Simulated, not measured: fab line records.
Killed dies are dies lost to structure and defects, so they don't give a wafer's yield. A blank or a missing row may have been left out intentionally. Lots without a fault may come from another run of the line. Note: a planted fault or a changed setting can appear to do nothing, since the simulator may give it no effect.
A lot that was struck, set against a sound lot	flow ritCmos	18 out of 202 route steps
Sound: the wafers L463.1, L463.4, L463.6. Wafers struck: L473.1, L473.5, L473.6. The cause is given at the end.
Order at every step that has rows: each side's tool, ch and its chambers, its first start. Under that, the readings that differ: sound wafers	struck wafers	difference of the means	sigmas: that difference in standard deviations of wafers without a fault.
alike: words and numbers the same on both sides, and readings whose means are apart by under 2 such deviations; not compared: readings that were withheld, readings missing a value for some wafer, numbers with overlapping values and no deviation given by the record, and bounds like >300 which may hide the same value.
Wherever a step has rows on one side only, a row that says differs or no value, or a row with sigmas, the two part there. When numbers do not overlap yet have no deviation, they are printed without sigmas and do not part them. A reading that every wafer of one side lacks parts them only if that side has two wafers or more.

first, 1 step without rows for these wafers: RIT_GATE_HARDBAKE_18 (time 60 s).
RIT_GATE_ETCH_19: etches poly-Si in SF6/CHF3/O2, stops on SiO2, time 165 s, target depth 312.5 nm.
  sound on rieSi-02 ch 1,2, day 4 14:22; struck on rieSi-02 ch 2,3, day 6 16:21
  alike: CHF3_flow_sccm, drypumpMotorCurrentA, oesProductAu, throttleValvePct
  not compared: rfHoursCounterH
RIT_GATE_STRIP_20: strips in O2, time 180 s.
  sound on plasmaAsher-02 ch 0,1, day 4 14:28; struck on plasmaAsher-04 ch 0,1, day 6 16:28
  alike: drypumpMotorCurrentA, rfReflPowerW
  not compared: rfHoursCounterH
RIT_GATE_CD_MEAS_90: target cd 150 nm.
  struck on cdSem-01, day 6 16:38; sound on cdSem-01, day 4 14:39
  alike: cdNm
then, 4 steps without rows for these wafers: RIT_REOX_CLEAN_00 (cleans in SC1, time 600 s); RIT_REOX_CLEAN_01 (cleans in dHF, time 30 s); RIT_REOX_CLEAN_02 (cleans in SC2, time 600 s); RIT_REOX_OXIDATION_03 (target thk 25.2 nm, ox time 5580 s).
RIT_REOX_THK_MEAS_04:
  struck on filmMetro-04, day 6 20:55; sound on filmMetro-04, day 4 17:41
  alike: REOX_OXIDE_THK
then, 3 steps without rows for these wafers: RIT_NLDD_HMDS_00 (prime time 60 s); RIT_NLDD_COAT_01 (resist thk 1000 nm); RIT_NLDD_SOFTBAKE_02 (time 60 s).
RIT_NLDD_EXPOSE_03: exposes mask M7, target cd 40700 nm.
  sound on ilineStepper-02 ch 0, day 4 18:19; struck on ilineStepper-01 ch 0, day 6 21:26
reading	sound	struck	difference	sigmas
model.NLDD.overlayXNm (nm)	0.2924 0.2924 0.2924	-180.2 -180.2 -180.2	-180.5	
  alike: mask
then, 2 steps without rows for these wafers: RIT_NLDD_PEB_04; RIT_NLDD_DEVELOP_05 (develop time 50 s).
RIT_NLDD_OVL_MEAS_06:
  struck on overlay-01, day 6 21:50; sound on overlay-02, day 4 18:43
reading	sound	struck	difference	sigmas
NLDD_OVL (nm)	0.2 1.1 1.0	-183.0 -179.8 -181.4	-182.2	-99 or more
then, 1 step without rows for these wafers: RIT_NLDD_HARDBAKE_07 (time 60 s).
RIT_M1_PROBE_99:
  struck on prober-02, day 7 13:14; sound on prober-02, day 5 10:25
reading	sound	struck	difference	sigmas
model.etest.nldd.widthNm (nm)	3174 3154 3160	3084 3080 3084	-80	
  alike: killedAtContacts, killedAtFrontEnd, killedDies, killedOpen, killedShort

## WHERE THEY PART
RIT_NLDD_OVL_MEAS_06 only, going by this record. Later steps at which nothing parts them and some readings are alike: RIT_M1_PROBE_99.

WHY: what the simulator had put in
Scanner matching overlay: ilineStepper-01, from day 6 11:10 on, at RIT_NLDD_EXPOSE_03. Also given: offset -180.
